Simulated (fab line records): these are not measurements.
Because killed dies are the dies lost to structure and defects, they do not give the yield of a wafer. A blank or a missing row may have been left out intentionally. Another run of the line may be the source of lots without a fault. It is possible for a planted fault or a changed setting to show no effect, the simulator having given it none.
Which tool did it? / flow berkeley cmos170 / 42 wafers from 14 lots sampled at 7 of the route's 331 steps

## WHAT THE GAUGES SHOWED, per wafer
UCB170_PLDD_CD_MEAS_06 targets a cd of 1200 nm.
lot=L241; measured=day 7 08:26; on=cd sem-02; cd nm (nm)=1202.0 1201.0 1202.2
lot=L239; measured=day 7 09:01; on=cd sem-02; cd nm (nm)=1199.9 1201.5 1200.7
lot=L240; measured=day 7 09:46; on=cd sem-01; cd nm (nm)=1199.6 1200.9 1201.9
lot=L242; measured=day 7 23:37; on=cd sem-01; cd nm (nm)=1202.1 1202.0 1201.8
lot=L245; measured=day 8 08:26; on=cd sem-01; cd nm (nm)=1198.2 1199.8 1198.8
lot=L248; measured=day 8 17:46; on=cd sem-01; cd nm (nm)=1199.2 1197.7 1199.2
lot=L249; measured=day 8 18:25; on=cd sem-01; cd nm (nm)=1201.8 1200.6 1202.1
lot=L246; measured=day 8 18:32; on=cd sem-01; cd nm (nm)=1199.9 1201.6 1199.9
lot=L247; measured=day 8 19:35; on=cd sem-01; cd nm (nm)=1200.7 1201.1 1200.5
lot=L252; measured=day 9 21:35; on=cd sem-02; cd nm (nm)=1199.3 1200.4 1198.9
lot=L251; measured=day 9 21:51; on=cd sem-01; cd nm (nm)=1200.3 1200.1 1200.0
lot=L258; measured=day 11 06:55; on=cd sem-01; cd nm (nm)=1203.2 1203.1 1202.2
lot=L259; measured=day 11 23:32; on=cd sem-02; cd nm (nm)=1201.5 1201.6 1201.8
lot=L262; measured=day 12 07:37; on=cd sem-01; cd nm (nm)=1199.7 1200.4 1200.9

UCB170_SDANNEAL_RS_MEAS_02: measures by four-point-probe.
lot=L241; measured=day 7 21:41; on=film metro-01; PSD_RS (ohm/sq)=75.73 75.80 75.61
lot=L239; measured=day 7 22:18; on=film metro-04; PSD_RS (ohm/sq)=75.63 75.41 75.51
lot=L240; measured=day 7 21:58; on=film metro-03; PSD_RS (ohm/sq)=75.64 75.22 75.47
lot=L242; measured=day 8 13:57; on=film metro-04; PSD_RS (ohm/sq)=75.77 75.46 75.69
lot=L245; measured=day 8 22:06; on=film metro-04; PSD_RS (ohm/sq)=75.56 75.40 75.42
lot=L248; measured=day 9 12:43; on=film metro-03; PSD_RS (ohm/sq)=75.91 75.42 75.23
lot=L249; measured=day 9 13:24; on=film metro-04; PSD_RS (ohm/sq)=75.63 75.57 75.31
lot=L246; measured=day 9 13:00; on=film metro-01; PSD_RS (ohm/sq)=75.59 75.70 75.92
lot=L247; measured=day 9 13:26; on=film metro-03; PSD_RS (ohm/sq)=69.97 69.53 69.85
lot=L252; measured=day 10 12:26; on=film metro-04; PSD_RS (ohm/sq)=74.94 75.44 75.28
lot=L251; measured=day 10 12:26; on=film metro-01; PSD_RS (ohm/sq)=70.03 70.17 69.88
lot=L258; measured=day 11 19:16; on=film metro-01; PSD_RS (ohm/sq)=75.66 75.59 75.14
lot=L259; measured=day 12 14:35; on=film metro-04; PSD_RS (ohm/sq)=75.83 75.86 75.57
lot=L262; measured=day 12 23:58; on=film metro-03; PSD_RS (ohm/sq)=75.29 75.32 75.47

UCB170_SDANNEAL_RS_MEAS_03: measures by four-point-probe.
lot=L241; measured=day 7 21:48; on=film metro-01; NSD_RS (ohm/sq)=37.18 37.37 37.24
lot=L239; measured=day 7 22:25; on=film metro-04; NSD_RS (ohm/sq)=37.25 37.31 37.22
lot=L240; measured=day 7 22:05; on=film metro-03; NSD_RS (ohm/sq)=37.35 37.26 37.34
lot=L242; measured=day 8 14:04; on=film metro-04; NSD_RS (ohm/sq)=37.34 37.31 37.36
lot=L245; measured=day 8 22:13; on=film metro-04; NSD_RS (ohm/sq)=37.28 37.22 37.24
lot=L248; measured=day 9 12:50; on=film metro-03; NSD_RS (ohm/sq)=37.28 37.41 37.32
lot=L249; measured=day 9 13:31; on=film metro-04; NSD_RS (ohm/sq)=37.27 37.37 37.32
lot=L246; measured=day 9 13:07; on=film metro-01; NSD_RS (ohm/sq)=37.15 37.21 37.28
lot=L247; measured=day 9 13:34; on=film metro-03; NSD_RS (ohm/sq)=36.05 36.01 36.02
lot=L252; measured=day 10 12:33; on=film metro-04; NSD_RS (ohm/sq)=37.15 37.26 37.17
lot=L251; measured=day 10 12:34; on=film metro-01; NSD_RS (ohm/sq)=36.02 35.97 35.98
lot=L258; measured=day 11 19:23; on=film metro-01; NSD_RS (ohm/sq)=37.10 37.08 36.98
lot=L259; measured=day 12 14:42; on=film metro-04; NSD_RS (ohm/sq)=37.28 37.09 37.24
lot=L262; measured=day 13 00:05; on=film metro-03; NSD_RS (ohm/sq)=37.33 37.42 37.36

UCB170_SDANNEAL_RS_MEAS_04: measures by four-point-probe.
lot=L241; measured=day 7 21:55; on=film metro-01; PLDD_RS (ohm/sq)=1028.1 1027.1 1027.2
lot=L239; measured=day 7 22:32; on=film metro-04; PLDD_RS (ohm/sq)=1027.3 1026.8 1029.7
lot=L240; measured=day 7 22:12; on=film metro-03; PLDD_RS (ohm/sq)=1031.4 1031.1 1031.6
lot=L242; measured=day 8 14:11; on=film metro-04; PLDD_RS (ohm/sq)=1030.1 1032.1 1031.1
lot=L245; measured=day 8 22:20; on=film metro-04; PLDD_RS (ohm/sq)=1032.6 1033.1 1029.7
lot=L248; measured=day 9 12:57; on=film metro-03; PLDD_RS (ohm/sq)=1034.3 1034.0 1032.4
lot=L249; measured=day 9 13:38; on=film metro-04; PLDD_RS (ohm/sq)=1030.4 1032.3 1030.8
lot=L246; measured=day 9 13:14; on=film metro-01; PLDD_RS (ohm/sq)=1025.0 1030.4 1027.4
lot=L247; measured=day 9 13:41; on=film metro-03; PLDD_RS (ohm/sq)=1017.4 1020.2 1015.6
lot=L252; measured=day 10 12:40; on=film metro-04; PLDD_RS (ohm/sq)=1031.4 1030.9 1031.5
lot=L251; measured=day 10 12:41; on=film metro-01; PLDD_RS (ohm/sq)=1023.4 1020.1 1026.6
lot=L258; measured=day 11 19:31; on=film metro-01; PLDD_RS (ohm/sq)=1033.5 1034.1 1032.1
lot=L259; measured=day 12 14:49; on=film metro-04; PLDD_RS (ohm/sq)=1031.4 1030.4 1031.3
lot=L262; measured=day 13 00:12; on=film metro-03; PLDD_RS (ohm/sq)=1031.2 1031.4 1033.6

UCB170_CONTACT_CD_MEAS_15 targets a cd of 700 nm.
lot=L241; measured=day 8 03:41; on=cd sem-02; cd nm (nm)=700.3 702.3 702.5
lot=L239; measured=day 8 04:58; on=cd sem-01; cd nm (nm)=700.8 700.9 701.1
lot=L240; measured=day 8 03:59; on=cd sem-02; cd nm (nm)=701.2 700.9 701.7
lot=L242; measured=day 8 19:58; on=cd sem-01; cd nm (nm)=700.6 700.9 700.1
lot=L245; measured=day 9 03:16; on=cd sem-01; cd nm (nm)=702.9 702.7 701.9
lot=L248; measured=day 9 17:23; on=cd sem-01; cd nm (nm)=702.4 703.6 701.0
lot=L249; measured=day 9 19:07; on=cd sem-02; cd nm (nm)=700.7 700.3 700.0
lot=L246; measured=day 9 17:39; on=cd sem-02; cd nm (nm)=703.4 701.6 702.1
lot=L247; measured=day 9 19:36; on=cd sem-02; cd nm (nm)=700.2 699.9 699.8
lot=L252; measured=day 10 17:14; on=cd sem-01; cd nm (nm)=700.8 700.1 699.9
lot=L251; measured=day 10 17:59; on=cd sem-01; cd nm (nm)=701.0 701.1 700.3
lot=L258; measured=day 12 02:38; on=cd sem-02; cd nm (nm)=699.1 697.9 698.9
lot=L259; measured=day 12 19:56; on=cd sem-01; cd nm (nm)=702.9 700.9 702.4
lot=L262; measured=day 13 07:54; on=cd sem-02; cd nm (nm)=699.0 698.2 700.0

## TOOL THAT RAN EACH LOT (tool first, then ch and the chambers of the sampled wafers, then the start)
lot=L241; UCB170_PSD_STRIP_09=plasma asher-01 ch 0,1, day 7 17:58; UCB170_SDANNEAL_RTA_01=rtp anneal-02 ch 0, day 7 21:38
lot=L239; UCB170_PSD_STRIP_09=plasma asher-04 ch 0,1, day 7 18:41; UCB170_SDANNEAL_RTA_01=rtp anneal-02 ch 0, day 7 22:14
lot=L240; UCB170_PSD_STRIP_09=plasma asher-02 ch 0,1, day 7 18:29; UCB170_SDANNEAL_RTA_01=rtp anneal-01 ch 0, day 7 21:53
lot=L242; UCB170_PSD_STRIP_09=plasma asher-02 ch 1, day 8 09:46; UCB170_SDANNEAL_RTA_01=rtp anneal-01 ch 0, day 8 13:53
lot=L245; UCB170_PSD_STRIP_09=plasma asher-04 ch 0,1, day 8 17:55; UCB170_SDANNEAL_RTA_01=rtp anneal-02 ch 0, day 8 22:02
lot=L248; UCB170_PSD_STRIP_09=plasma asher-01 ch 0,1, day 9 07:49; UCB170_SDANNEAL_RTA_01=rtp anneal-01 ch 0, day 9 12:38
lot=L249; UCB170_PSD_STRIP_09=plasma asher-04 ch 0,1, day 9 08:08; UCB170_SDANNEAL_RTA_01=rtp anneal-01 ch 0, day 9 13:20
lot=L246; UCB170_PSD_STRIP_09=plasma asher-02 ch 0,1, day 9 08:23; UCB170_SDANNEAL_RTA_01=rtp anneal-02 ch 0, day 9 12:57
lot=L247; UCB170_PSD_STRIP_09=plasma asher-02 ch 0,1, day 9 08:01; UCB170_SDANNEAL_RTA_01=rtp anneal-02 ch 0, day 9 13:23
lot=L252; UCB170_PSD_STRIP_09=plasma asher-01 ch 0,1, day 10 09:19; UCB170_SDANNEAL_RTA_01=rtp anneal-01 ch 0, day 10 12:20
lot=L251; UCB170_PSD_STRIP_09=plasma asher-04 ch 0,1, day 10 09:10; UCB170_SDANNEAL_RTA_01=rtp anneal-02 ch 0, day 10 12:22
lot=L258; UCB170_PSD_STRIP_09=plasma asher-01 ch 0,1, day 11 16:15; UCB170_SDANNEAL_RTA_01=rtp anneal-01 ch 0, day 11 19:12
lot=L259; UCB170_PSD_STRIP_09=plasma asher-01 ch 0,1, day 12 10:51; UCB170_SDANNEAL_RTA_01=rtp anneal-01 ch 0, day 12 14:31
lot=L262; UCB170_PSD_STRIP_09=plasma asher-02 ch 0,1, day 12 20:44; UCB170_SDANNEAL_RTA_01=rtp anneal-01 ch 0, day 12 23:53
- UCB170_PSD_STRIP_09: strips in O2.
- UCB170_SDANNEAL_RTA_01: time 5 s.

## AS READ BY THE TOOLS THEMSELVES (means over the sampled wafers that have a number; for cases with no such wafer, the mark the record gives instead)
UCB170_PSD_STRIP_09.
lot=L241; tool=plasma asher-01; chamber pressure mTorr (mTorr)=3498.6; drypump motor current A (A)=5.4; oes product au (a.u.)=0.598; strip time to endpoint s (s)=29.38
lot=L239; tool=plasma asher-04; chamber pressure mTorr (mTorr)=3501.0; drypump motor current A (A)=5.9; oes product au (a.u.)=0.600; strip time to endpoint s (s)=29.44
lot=L240; tool=plasma asher-02; chamber pressure mTorr (mTorr)=3501.0; drypump motor current A (A)=6.5; oes product au (a.u.)=0.597; strip time to endpoint s (s)=29.50
lot=L242; tool=plasma asher-02; chamber pressure mTorr (mTorr)=3499.3; drypump motor current A (A)=6.1; oes product au (a.u.)=0.599; strip time to endpoint s (s)=29.36
lot=L245; tool=plasma asher-04; chamber pressure mTorr (mTorr)=3496.8; drypump motor current A (A)=5.7; oes product au (a.u.)=0.596; strip time to endpoint s (s)=29.48
lot=L248; tool=plasma asher-01; chamber pressure mTorr (mTorr)=3497.5; drypump motor current A (A)=5.2; oes product au (a.u.)=0.595; strip time to endpoint s (s)=29.44
lot=L249; tool=plasma asher-04; chamber pressure mTorr (mTorr)=3497.7; drypump motor current A (A)=5.9; oes product au (a.u.)=0.604; strip time to endpoint s (s)=29.34
lot=L246; tool=plasma asher-02; chamber pressure mTorr (mTorr)=3499.4; drypump motor current A (A)=6.3; oes product au (a.u.)=0.607; strip time to endpoint s (s)=29.35
lot=L247; tool=plasma asher-02; chamber pressure mTorr (mTorr)=3500.6; drypump motor current A (A)=6.3; oes product au (a.u.)=0.598; strip time to endpoint s (s)=29.48
lot=L252; tool=plasma asher-01; chamber pressure mTorr (mTorr)=3501.2; drypump motor current A (A)=5.4; oes product au (a.u.)=0.596; strip time to endpoint s (s)=29.50
lot=L251; tool=plasma asher-04; chamber pressure mTorr (mTorr)=3497.8; drypump motor current A (A)=5.9; oes product au (a.u.)=0.599; strip time to endpoint s (s)=29.37
lot=L258; tool=plasma asher-01; chamber pressure mTorr (mTorr)=3500.5; drypump motor current A (A)=5.2; oes product au (a.u.)=0.603; strip time to endpoint s (s)=29.43
lot=L259; tool=plasma asher-01; chamber pressure mTorr (mTorr)=3498.9; drypump motor current A (A)=5.4; oes product au (a.u.)=0.603; strip time to endpoint s (s)=29.45
lot=L262; tool=plasma asher-02; chamber pressure mTorr (mTorr)=3497.3; drypump motor current A (A)=6.3; oes product au (a.u.)=0.603; strip time to endpoint s (s)=29.40

UCB170_SDANNEAL_RTA_01.
lot=L241; tool=rtp anneal-02; lamp power pct (%)=35.3; wafer_temp_C_max=1055.4
lot=L239; tool=rtp anneal-02; lamp power pct (%)=35.4; wafer_temp_C_max=1056.9
lot=L240; tool=rtp anneal-01; lamp power pct (%)=31.1; wafer_temp_C_max=1053.1
lot=L242; tool=rtp anneal-01; lamp power pct (%)=31.1; wafer_temp_C_max=1053.6
lot=L245; tool=rtp anneal-02; lamp power pct (%)=35.4; wafer_temp_C_max=1057.3
lot=L248; tool=rtp anneal-01; lamp power pct (%)=31.1; wafer_temp_C_max=1052.7
lot=L249; tool=rtp anneal-01; lamp power pct (%)=31.1; wafer_temp_C_max=1053.3
lot=L246; tool=rtp anneal-02; lamp power pct (%)=35.4; wafer_temp_C_max=1057.9
lot=L247; tool=rtp anneal-02; lamp power pct (%)=35.4; wafer_temp_C_max=1056.7
lot=L252; tool=rtp anneal-01; lamp power pct (%)=31.0; wafer_temp_C_max=1052.6
lot=L251; tool=rtp anneal-02; lamp power pct (%)=35.4; wafer_temp_C_max=1058.2
lot=L258; tool=rtp anneal-01; lamp power pct (%)=31.1; wafer_temp_C_max=1053.2
lot=L259; tool=rtp anneal-01; lamp power pct (%)=31.0; wafer_temp_C_max=1053.4
lot=L262; tool=rtp anneal-01; lamp power pct (%)=31.1; wafer_temp_C_max=1053.0

## THE ANSWER, worked out from the rows above alone
Rule: the usual values come from the lots themselves. Put in order of their means at a reading, lots are off if they are a third of the lots or fewer, leave a main group of 4 or more, and stand apart from it by a gap of 3 or more times the standard deviation of the main group's means; of several such gaps the widest counts. The tables above print the reading to a certain number of digits; a main group whose means all agree to those digits is not used. A lot without any number at a reading at which 4 lots or more have one is off too. Where the step has rows for the other lots, those lots are counted as sound. The gauges are gone through in route order, then the tools' own readings, and for those a lot's mean is taken as printed above. The first step at which some lot is off is used, and at that step the reading that is off furthest; a lot without a number counts as furthest.
Off: L247, L251, seen at UCB170_SDANNEAL_RS_MEAS_02 (PSD_RS). The main group: mean 75.53 ohm/sq, standard deviation 0.15.
A tool fits if, at a process step before that reading, it ran every lot that is off, and no sound lot after the first of them. Those tools and the gauges at UCB170_SDANNEAL_RS_MEAS_02 are tried in the same way. One fits: rtp anneal-02 at UCB170_SDANNEAL_RTA_01. Its last sound lot is L246 (day 9 12:57), its first lot that is off L247 (day 9 13:23): a fault that began between those two fits.

## WHAT HAD BEEN PUT IN BY THE SIMULATOR
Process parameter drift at UCB170_SDANNEAL_RTA_01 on rtp anneal-02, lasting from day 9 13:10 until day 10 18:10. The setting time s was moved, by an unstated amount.
Struck lots among those shown: L247, L251. The rule above found the same.
